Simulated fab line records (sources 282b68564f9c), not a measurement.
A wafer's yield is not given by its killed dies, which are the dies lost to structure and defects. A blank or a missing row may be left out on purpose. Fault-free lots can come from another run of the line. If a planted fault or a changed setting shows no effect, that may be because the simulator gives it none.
Struck lot and sound lot, side by side :: flow rit cmos :: 40 out of 202 route steps
Sound: wafers L631.1, L631.2, L631.4. Wafers struck: L641.2, L641.4, L641.6. The cause comes at the end.
Each step with rows lists, per side, the tool, then ch with its chambers, then its first start. Under that, the readings that differ: sound wafers :: struck wafers :: difference of the means :: sigmas: that difference in standard deviations of wafers without a fault.
alike: readings whose means differ by less than 2 such deviations, and words and numbers that are the same on both sides. not compared: withheld readings, readings that some wafer has no value for, bounds like >300 that may hide the same value, and numbers for which the record gives no deviation and whose values overlap.
A row with sigmas, a row that says differs or no value, or rows on one side alone: a step with any of these is where the two part. Numbers that have no deviation but don't overlap get no sigmas and don't part them. A reading that every wafer of one side lacks parts them only if that side has two wafers or more.

first, 1 step without rows for these wafers: RIT_NWELL_IMPLANT_08.
RIT_NWELL_STRIP_09: strips in O2, time 180 s.
  sound on plasma asher-01 ch 0,1, day 3 03:31; struck on plasma asher-02 ch 0,1, day 5 11:55
  alike: chamber pressure mTorr, drypump motor current A
  not compared: rf hours counter h
RIT_NWELL_TW_MEAS_10:
  sound: film metro-04 at day 3 03:41; struck: film metro-03 at day 5 12:06
  alike: NWELL_TW
then, 6 steps without rows for these wafers: RIT_PWELL_HMDS_00 (prime time 60 s); RIT_PWELL_COAT_01 (resist thk 1300 nm); RIT_PWELL_SOFTBAKE_02 (time 60 s); RIT_PWELL_EXPOSE_03 (exposes mask M3, target cd 43700 nm); RIT_PWELL_PEB_04; RIT_PWELL_DEVELOP_05 (develop time 68 s).
RIT_PWELL_OVL_MEAS_06:
  sound: overlay-02 at day 3 04:46; struck: overlay-01 at day 5 13:02
  alike: PWELL_OVL
then, 2 steps without rows for these wafers: RIT_PWELL_HARDBAKE_07 (time 120 s); RIT_PWELL_IMPLANT_08.
RIT_PWELL_STRIP_09: strips in O2, time 180 s.
  sound on plasma asher-03 ch 0,1, day 3 05:11; struck on plasma asher-01 ch 0,1, day 5 13:28
  no value came back on the struck wafers for chamber pressure mTorr (mTorr), drypump motor current A (A); on the sound wafers chamber pressure mTorr (mTorr) reads 4000 3999 4003
reading: model.NOVOLAK_of_PWELL_COAT_01.thk nm (nm)
sound: 0 0 0
struck: 1144 1141 1143
difference: +1143
sigmas: 
  not compared: rf hours counter h
RIT_PWELL_TW_MEAS_10:
  sound: film metro-03 at day 3 05:25; struck: film metro-03 at day 5 13:39
  alike: PWELL_TW
then, 1 step without rows for these wafers: RIT_WELLDRIVE_ANNEAL_00 (time 14700 s).
RIT_WELLDRIVE_RS_MEAS_01: measures by four-point-probe.
  sound: film metro-04 at day 3 11:58; struck: film metro-03 at day 5 22:01
  alike: NWELL_RS
RIT_WELLDRIVE_RS_MEAS_02: measures by four-point-probe.
  sound: film metro-04 at day 3 12:05; struck: film metro-03 at day 5 22:08
  alike: PWELL_RS
then, 6 steps without rows for these wafers: RIT_NRETRO_HMDS_00 (prime time 60 s); RIT_NRETRO_COAT_01 (resist thk 1300 nm); RIT_NRETRO_SOFTBAKE_02 (time 60 s); RIT_NRETRO_EXPOSE_03 (exposes mask M4, target cd 43900 nm); RIT_NRETRO_PEB_04; RIT_NRETRO_DEVELOP_05 (develop time 68 s).
RIT_NRETRO_OVL_MEAS_06:
  sound: overlay-02 at day 3 13:13; struck: overlay-02 at day 5 23:15
  alike: NRETRO_OVL
then, 2 steps without rows for these wafers: RIT_NRETRO_HARDBAKE_07 (time 120 s); RIT_NRETRO_IMPLANT_08.
RIT_NRETRO_STRIP_09: strips in O2, time 180 s.
  sound on plasma asher-02 ch 0,1, day 3 13:39; struck on plasma asher-04 ch 0,1, day 5 23:41
  alike: chamber pressure mTorr, drypump motor current A
  not compared: rf hours counter h
RIT_NRETRO_TW_MEAS_10:
  sound: film metro-04 at day 3 13:50; struck: film metro-01 at day 5 23:52
reading: NRETRO_TW
sound: 1071 1066 1065
struck: 30 30 30
difference: -1037
sigmas: -99 or more
then, 2 steps without rows for these wafers: RIT_PRETRO_HMDS_00 (prime time 60 s); RIT_PRETRO_COAT_01 (resist thk 1300 nm).
RIT_PRETRO_SOFTBAKE_02: time 60.96 s.
  sound on litho track-04 ch 0, day 3 14:15; struck on litho track-02 ch 0, day 6 00:14
  alike: heater power total W, plate sensor t centre C, plate sensor t edge C
then, 3 steps without rows for these wafers: RIT_PRETRO_EXPOSE_03 (exposes mask M5, target cd 43700 nm); RIT_PRETRO_PEB_04; RIT_PRETRO_DEVELOP_05 (develop time 68 s).
RIT_PRETRO_OVL_MEAS_06:
  sound: overlay-02 at day 3 14:57; struck: overlay-01 at day 6 00:48
reading: PRETRO_OVL (nm)
sound: 3.9 3.1 3.5
struck: -5.1 -2.6 -2.8
difference: -7.0
sigmas: -4
then, 2 steps without rows for these wafers: RIT_PRETRO_HARDBAKE_07 (time 120 s); RIT_PRETRO_IMPLANT_08.
RIT_PRETRO_STRIP_09: strips in O2, time 180 s.
  sound on plasma asher-01 ch 0,1, day 3 15:23; struck on plasma asher-03 ch 0,1, day 6 01:14
  alike: chamber pressure mTorr, drypump motor current A
  not compared: rf hours counter h
RIT_PRETRO_TW_MEAS_10:
  sound: film metro-02 at day 3 15:34; struck: film metro-02 at day 6 01:25
reading: PRETRO_TW
sound: 473.6 475.1 477.0
struck: 30.0 30.1 30.3
difference: -445.1
sigmas: -99 or more
then, 1 step without rows for these wafers: RIT_GATE_WET_ETCH_00 (etches SiO2 in BOE, target depth 56 nm, time 60 s).

== WHERE THEY PART ==
First at RIT_PWELL_STRIP_09; last, within this record, at RIT_PRETRO_TW_MEAS_10.

WHY: whatever the simulator had introduced
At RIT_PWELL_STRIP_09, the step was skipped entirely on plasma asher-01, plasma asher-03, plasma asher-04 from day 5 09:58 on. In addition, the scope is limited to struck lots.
